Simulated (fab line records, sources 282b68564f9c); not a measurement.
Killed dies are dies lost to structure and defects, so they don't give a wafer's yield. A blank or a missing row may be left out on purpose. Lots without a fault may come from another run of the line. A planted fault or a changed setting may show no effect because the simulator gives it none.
Which tool did it? | flow rit_cmos | 13 lots, 39 wafers sampled, at 3 steps of a route of 202

WHAT THE GAUGES READ, wafer by wafer
RIT_FOX2_THK_MEAS_01.
lot  | measured    | on            | FOX2_OXIDE_THK (nm)
L284 | day 2 03:33 | film_metro-03 | 348 358 350
L285 | day 2 04:56 | film_metro-03 | 344 343 344
L286 | day 2 07:11 | film_metro-01 | 348 344 343
L287 | day 2 11:13 | film_metro-04 | 348 340 341
L288 | day 2 15:57 | film_metro-01 | 346 354 342
L289 | day 2 20:54 | film_metro-01 | 339 340 341
L290 | day 3 00:58 | film_metro-01 | 345 337 347
L291 | day 3 05:19 | film_metro-04 | 348 352 347
L297 | day 4 11:20 | film_metro-04 | 338 343 338
L301 | day 5 07:35 | film_metro-04 | 342 354 356
L302 | day 5 12:29 | film_metro-01 | 342 340 338
L305 | day 6 03:22 | film_metro-04 | 342 341 341
L307 | day 6 13:20 | film_metro-04 | 360 347 353

RIT_FOX2_THK_MEAS_91.
lot  | measured    | on            | FIELD_OXIDE_LEFT_2_THK (nm)
L284 | day 2 16:55 | film_metro-04 | 253 262 254
L285 | day 2 19:00 | film_metro-04 | 248 247 248
L286 | day 2 21:47 | film_metro-01 | 253 251 249
L287 | day 3 00:21 | film_metro-04 | 252 244 245
L288 | day 3 05:31 | film_metro-01 | 251 259 248
L289 | day 3 10:29 | film_metro-01 | 244 245 246
L290 | day 3 15:39 | film_metro-04 | 249 242 252
L291 | day 3 18:23 | film_metro-03 | 252 256 251
L297 | day 5 00:32 | film_metro-04 | 244 249 244
L301 | day 5 20:43 | film_metro-04 | 246 257 259
L302 | day 6 01:57 | film_metro-03 | 245 244 242
L305 | day 6 17:15 | film_metro-04 | 248 247 247
L307 | day 7 03:25 | film_metro-03 | 265 253 259

RIT_GATE_THK_MEAS_07.
lot  | measured    | on            | GATE_OXIDE_THK (nm)
L284 | day 2 19:13 | film_metro-03 | 3.01 3.01 2.98
L285 | day 2 20:31 | film_metro-03 | 3.04 3.04 3.02
L286 | day 3 00:13 | film_metro-01 | 2.94 2.96 2.88
L287 | day 3 03:01 | film_metro-04 | 3.09 3.02 3.03
L288 | day 3 06:55 | film_metro-03 | 3.10 2.96 3.06
L289 | day 3 11:53 | film_metro-01 | 2.99 2.96 2.90
L290 | day 3 17:02 | film_metro-04 | 2.93 3.01 2.97
L291 | day 3 20:39 | film_metro-04 | 3.02 3.05 3.03
L297 | day 5 02:19 | film_metro-03 | 6.65 6.65 6.60
L301 | day 5 22:24 | film_metro-03 | 6.72 6.68 6.76
L302 | day 6 03:20 | film_metro-03 | 6.66 6.71 6.82
L305 | day 6 18:38 | film_metro-04 | 2.94 2.96 2.93
L307 | day 7 04:47 | film_metro-04 | 3.19 3.20 3.16

WHICH TOOL RAN EACH LOT (tool, then ch and the chambers of the sampled wafers, then the start)
The record holds no process step before these readings.

WHAT THE TOOLS THEMSELVES READ (means of the sampled wafers that have a number; where no wafer has one, the mark that the record gives instead)
The record holds no such reading with a usual standard deviation.

THE ANSWER, worked out from the rows above alone
Rule: what is usual is taken from the lots themselves. Put in order of their means at a reading, lots are off if they are a third of the lots or fewer, leave a main group of 4 or more, and stand apart from it by a gap of 3 or more times the standard deviation of the main group's means; of several such gaps the widest counts. A main group whose means are all the same, to the digits that the tables above print for the reading, isn't used. A lot without any number at a reading at which 4 lots or more have one is off too. The other lots that the step has rows for count as sound. The gauges are gone through in route order, then the tools' own readings, and for those a lot's mean is taken as printed above. The first step at which some lot is off is used, and at that step the reading that is off furthest; a lot without a number counts as furthest.
Off: L297, L301, L302, at RIT_GATE_THK_MEAS_07 (GATE_OXIDE_THK). The main group: mean 3.01 nm, standard deviation 0.071.
A tool fits if, at a process step before that reading, it ran every lot that is off, and no sound lot after the first of them. The gauges at RIT_GATE_THK_MEAS_07 are tried like those tools. One fits: film_metro-03 at RIT_GATE_THK_MEAS_07. Its last sound lot is L288 (day 3 06:55), its first lot that is off L297 (day 5 02:19): a fault that began between those two fits.

WHAT THE SIMULATOR HAD PUT IN
Metrology matching offset: film_metro-03, from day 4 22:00 on, at RIT_GATE_THK_MEAS_07. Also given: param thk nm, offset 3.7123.
Lots struck among those shown: L297, L301, L302. The rule above found the same.
